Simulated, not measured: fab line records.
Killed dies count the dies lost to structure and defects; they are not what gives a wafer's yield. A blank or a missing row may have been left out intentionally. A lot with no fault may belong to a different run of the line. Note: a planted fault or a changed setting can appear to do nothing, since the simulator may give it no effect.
Matching of chambers || flow rit-cmos || wet-bench-01 running RIT_ACTIVE_CLEAN_17: 4 sister chambers
The step cleans in SC2, time 600 s. 14 wafers are shown with their chamber, then 7 later ones without.

## EACH WAFER AND ITS CHAMBER
{"wafer": "L660.1", "chamber": 3, "bath-heat-duty-pct (%)": 10.4}
{"wafer": "L660.2", "chamber": 3, "bath-heat-duty-pct (%)": 11.6}
{"wafer": "L660.6", "chamber": 3, "bath-heat-duty-pct (%)": 11.4}
{"wafer": "L669.1", "chamber": 0, "bath-heat-duty-pct (%)": 16.0}
{"wafer": "L669.2", "chamber": 0, "bath-heat-duty-pct (%)": 16.7}
{"wafer": "L669.6", "chamber": 0, "bath-heat-duty-pct (%)": 17.0}
{"wafer": "L671.1", "chamber": 1, "bath-heat-duty-pct (%)": 14.7}
{"wafer": "L671.2", "chamber": 1, "bath-heat-duty-pct (%)": 15.4}
{"wafer": "L671.6", "chamber": 1, "bath-heat-duty-pct (%)": 14.7}
{"wafer": "L674.1", "chamber": 0, "bath-heat-duty-pct (%)": 16.2}
{"wafer": "L674.2", "chamber": 0, "bath-heat-duty-pct (%)": 16.9}
{"wafer": "L674.3", "chamber": 0, "bath-heat-duty-pct (%)": 16.1}
{"wafer": "L675.1", "chamber": 2, "bath-heat-duty-pct (%)": 20.3}
{"wafer": "L675.3", "chamber": 2, "bath-heat-duty-pct (%)": 20.0}

SIGNATURES, as means of the wafers listed above
{"reading": "bath-heat-duty-pct", "chamber 0": 16.483, "chamber 1": 14.933, "chamber 2": 20.150, "chamber 3": 11.133, "scatter within a chamber": 0.463}
Rule: a wafer's distance from a chamber is the root of the sum, over the readings, of the square of ((its reading less the chamber's mean) divided by the reading's scatter). The wafer belongs to the nearest chamber; if the next one is less than 2 further off, it can't be placed. The scatter: take each reading less its chamber's mean, square it, sum over the shown wafers, divide by the number of wafers less the number of chambers, and take the root.

## WAFERS WITH NO CHAMBER GIVEN
{"wafer": "L675.6", "bath-heat-duty-pct (%)": 20.6}
{"wafer": "L676.2", "bath-heat-duty-pct (%)": 11.2}
{"wafer": "L676.3", "bath-heat-duty-pct (%)": 10.9}
{"wafer": "L676.5", "bath-heat-duty-pct (%)": 10.9}
{"wafer": "L677.1", "bath-heat-duty-pct (%)": 11.3}
{"wafer": "L677.4", "bath-heat-duty-pct (%)": 12.4}
{"wafer": "L677.5", "bath-heat-duty-pct (%)": 10.5}

## WHICH CHAMBER EACH WENT THROUGH
{"wafer": "L675.6", "from the rows above": 2, "in truth": 2}
{"wafer": "L676.2", "from the rows above": 3, "in truth": 3}
{"wafer": "L676.3", "from the rows above": 3, "in truth": 3}
{"wafer": "L676.5", "from the rows above": 3, "in truth": 3}
{"wafer": "L677.1", "from the rows above": 3, "in truth": 3}
{"wafer": "L677.4", "from the rows above": 3, "in truth": 3}
{"wafer": "L677.5", "from the rows above": 3, "in truth": 3}
Placed correctly: 7 of 7. Number that these rows cannot place: 0. 0 placed wrongly.
